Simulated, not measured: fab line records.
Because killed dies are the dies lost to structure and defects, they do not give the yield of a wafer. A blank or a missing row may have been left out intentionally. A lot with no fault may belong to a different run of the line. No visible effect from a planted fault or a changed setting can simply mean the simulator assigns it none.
The tool behind it: which one? | flow berkeley-cmos170 | 42 wafers from 14 lots sampled at 3 of the route's 331 steps

WHAT THE GAUGES READ, wafer by wafer
UCB170_PFIELD_OVL_MEAS_06.
lot  | measured    | on         | PFIELD_OVL (nm)
L675 | day 4 14:22 | overlay-01 | 7 5 15
L677 | day 5 16:50 | overlay-02 | 6 5 5
L679 | day 5 22:24 | overlay-02 | -1 1 -4
L680 | day 6 04:05 | overlay-02 | 2 5 9
L681 | day 6 12:59 | overlay-02 | -4 -4 4
L683 | day 6 13:16 | overlay-01 | 8 5 4
L682 | day 6 13:21 | overlay-01 | 6 5 -1
L685 | day 6 23:05 | overlay-02 | 7 -2 13
L688 | day 8 05:10 | overlay-01 | 7 4 8
L689 | day 8 05:26 | overlay-02 | 11 6 -5
L690 | day 8 19:08 | overlay-01 | 0 1 2
L696 | day 9 09:45 | overlay-01 | -2 4 1
L694 | day 9 09:45 | overlay-02 | 5 1 2
L695 | day 9 10:28 | overlay-01 | 4 -1 -5

UCB170_NVT_OVL_MEAS_06.
lot  | measured     | on         | NVT_OVL (nm)
L675 | day 6 01:29  | overlay-02 | -8 -8 -10
L677 | day 7 14:27  | overlay-02 | -5 -5 0
L679 | day 7 14:35  | overlay-01 | -3 3 -3
L680 | day 7 20:14  | overlay-01 | -1 0 -4
L681 | day 8 00:56  | overlay-02 | -6 -4 -4
L683 | day 8 01:10  | overlay-01 | -9 -3 -7
L682 | day 8 01:02  | overlay-02 | 10 -4 9
L685 | day 8 10:08  | overlay-01 | 5 0 7
L688 | day 9 10:02  | overlay-02 | -1 -8 -5
L689 | day 9 10:18  | overlay-01 | -4 4 2
L690 | day 9 23:54  | overlay-02 | -5 -3 -8
L696 | day 10 14:47 | overlay-01 | -1 -3 -1
L694 | day 10 15:19 | overlay-01 | -3 -1 -7
L695 | day 10 15:03 | overlay-01 | 5 -7 -9

UCB170_PVT_OVL_MEAS_06.
lot  | measured     | on         | PVT_OVL (nm)
L675 | day 6 03:10  | overlay-01 | 0 2 -1
L677 | day 8 00:37  | overlay-02 | 4 -11 3
L679 | day 8 00:46  | overlay-01 | 3 -7 -2
L680 | day 8 00:40  | overlay-01 | 4 -4 -5
L681 | day 8 05:10  | overlay-02 | -4 -4 3
L683 | day 8 05:44  | overlay-02 | -1 -9 -11
L682 | day 8 05:26  | overlay-01 | 1 2 -1
L685 | day 8 13:16  | overlay-02 | -2 -6 -9
L688 | day 9 12:23  | overlay-01 | -4 -12 -3
L689 | day 9 12:28  | overlay-02 | -5 7 7
L690 | day 10 03:54 | overlay-02 | 2 2 -4
L696 | day 10 17:56 | overlay-01 | 0 8 5
L694 | day 10 18:56 | overlay-02 | 0 0 1
L695 | day 10 18:40 | overlay-02 | 4 -4 4

WHAT TOOL EACH LOT RAN ON (gives the tool, then ch and the chambers of the sampled wafers, and finally the start)
No process step before these readings appears in the record.

AS READ BY THE TOOLS THEMSELVES (means over the sampled wafers that have a number; for cases with no such wafer, the mark the record gives instead)
The record holds no such reading with a usual standard deviation.

THE ANSWER, worked out from the rows above alone
Rule: the usual values come from the lots themselves. Put in order of their means at a reading, lots are off if they are a third of the lots or fewer, leave a main group of 4 or more, and stand apart from it by a gap of 3 or more times the standard deviation of the main group's means; of several such gaps the widest counts. The tables above print the reading to a certain number of digits; a main group whose means all agree to those digits is not used. Also off: a lot with no number at a reading for which 4 or more lots have one. Any other lot the step has rows for is counted as sound. After the gauges, taken in route order, come the tools' own readings; for these a lot's mean is taken, as printed above. The first step at which some lot is off is used, and at that step the reading that is off furthest; a lot without a number counts as furthest.
Nothing can be told from this: no lot is off at any reading shown.

WHAT THE SIMULATOR HAD PUT IN
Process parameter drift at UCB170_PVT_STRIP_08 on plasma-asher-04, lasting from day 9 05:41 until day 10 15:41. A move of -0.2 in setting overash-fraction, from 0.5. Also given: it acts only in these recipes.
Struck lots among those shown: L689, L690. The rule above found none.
